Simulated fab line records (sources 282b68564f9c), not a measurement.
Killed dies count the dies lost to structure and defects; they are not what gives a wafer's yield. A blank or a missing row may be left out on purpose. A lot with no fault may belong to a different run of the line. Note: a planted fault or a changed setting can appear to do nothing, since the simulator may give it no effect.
A struck lot beside a sound one -- flow rit-cmos -- 18 out of 202 route steps
Sound: these wafers, L563.1, L563.3, L563.4. Struck: wafers L569.3, L569.4, L569.5. The cause comes at the end.
Per side, at each step with rows, come the tool, then ch with its chambers, and then its first start. Under that, the readings that differ: sound wafers -- struck wafers -- difference of the means -- sigmas: that difference in standard deviations of wafers without a fault.
alike: words and numbers the same on both sides, and readings whose means are apart by under 2 such deviations; not compared: readings that were withheld, readings missing a value for some wafer, numbers with overlapping values and no deviation given by the record, and bounds like >300 which may hide the same value.
The two part at a step that has a row with sigmas, a row that says differs or no value, or rows on one side only. Non-overlapping numbers with no deviation appear without sigmas and do not part them. A reading missing from all wafers of one side parts the sides only when that side holds two or more wafers.

RIT_M1_SPUTTER_00: material Al, target thk 400 nm, time 500 s.
  struck on pvd-sputter-02, day 5 23:08; sound on pvd-sputter-02, day 4 16:41
  alike: throttle-valve-pct
RIT_M1_RS_MEAS_01: measures by four-point-probe.
  struck on film-metro-02, day 5 23:28; sound on film-metro-03, day 4 16:59
  alike: M1_AL_RS
RIT_M1_THK_MEAS_02: measures by xrf.
  struck on film-metro-02, day 5 23:34; sound on film-metro-03, day 4 17:06
  alike: M1_AL_THK
then, 6 steps without rows for these wafers: RIT_M1_HMDS_03 (prime time 60 s); RIT_M1_COAT_04 (resist thk 1300 nm); RIT_M1_SOFTBAKE_05 (time 60 s); RIT_M1_EXPOSE_06 (exposes mask M12, target cd 2600 nm); RIT_M1_PEB_07; RIT_M1_DEVELOP_08 (develop time 68 s).
RIT_M1_CD_MEAS_09 targets a cd of 2600 nm.
  struck on cd-sem-01, day 6 00:40; sound on cd-sem-01, day 4 18:12
  alike: cd-nm
RIT_M1_OVL_MEAS_10:
  struck on overlay-02, day 6 00:45; sound on overlay-02, day 4 18:19
  alike: M1_OVL
then, 1 step without rows for these wafers: RIT_M1_HARDBAKE_11 (time 120 s).
RIT_M1_METAL_ETCH_12: etches Al in Cl2/BCl3, stops on SiO2, time 165 s, target depth 600 nm.
  sound on rie-metal-01 ch 0,1, day 4 18:37; struck on rie-metal-01 ch 0,1, day 6 01:05
reading,sound,struck,difference,sigmas
rf-fwd-power-W (W),250.0 248.2 250.7,423.0 424.1 423.3,+173.8,+99 or more
model.NOVOLAK_of_M1_COAT_04.thk-nm (nm),801.1 799.3 800.8,570.9 578.3 580.1,-224.0,
model.M1.cd-nm (nm),2600 2601 2601,2557 2554 2556,-45,
model.M1.feature-depth-nm (nm),432.5 431.7 423.9,451 448.8 446,+19,
  alike: drypump-motor-current-A, oes-product-au, throttle-valve-pct
  not compared: rf-hours-counter-h
then, 1 step without rows for these wafers: RIT_M1_STRIP_13 (strips in nmp, time 600 s).
RIT_M1_STRIP_14: strips in O2, time 186.3 s.
  sound on plasma-asher-03 ch 0,1, day 4 18:58; struck on plasma-asher-03 ch 0,1, day 6 01:25
  alike: drypump-motor-current-A
  not compared: rf-hours-counter-h
RIT_M1_CD_MEAS_90 targets a cd of 2600 nm.
  struck on cd-sem-01, day 6 01:34; sound on cd-sem-01, day 4 19:08
reading,sound,struck,difference,sigmas
cd-nm (nm),2600.1 2601.6 2601.0,2557.1 2553.8 2555.9,-45.3,-15
then, 1 step without rows for these wafers: RIT_M1_ANNEAL_15 (time 1800 s).
RIT_M1_PROBE_99:
  struck on prober-01, day 6 03:46; sound on prober-01, day 4 20:53
reading,sound,struck,difference,sigmas
killed-short,7 12 8,2 1 4,-7,-3
model.etest.m1.width-nm (nm),2595 2601 2602,2556 2557 2559,-42,
model.etest.antenna-m1.gate-log10-a-cm2,-6.548 -6.577 -6.387,-3.769 -3.766 -3.956,+2.674,
model.etest.antenna-m1.vt-shift-v (V),-0.01329 -0.008714 -0.01334,-0.1042 -0.09571 -0.09988,-0.0881,
  alike: defect-limited-yield, killed-at-contacts, killed-at-front-end, killed-dies, killed-open, sort_bin_3_pad_short, sort_bin_5_function, sort_bin_6_memory, sort-n-pass, sort-yield-pct

== WHERE THEY PART ==
At RIT_M1_METAL_ETCH_12 first; at RIT_M1_PROBE_99 last (within this record only).

WHY: what had been put in by the simulator
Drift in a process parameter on rie-metal-01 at RIT_M1_METAL_ETCH_12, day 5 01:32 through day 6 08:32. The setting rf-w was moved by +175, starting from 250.
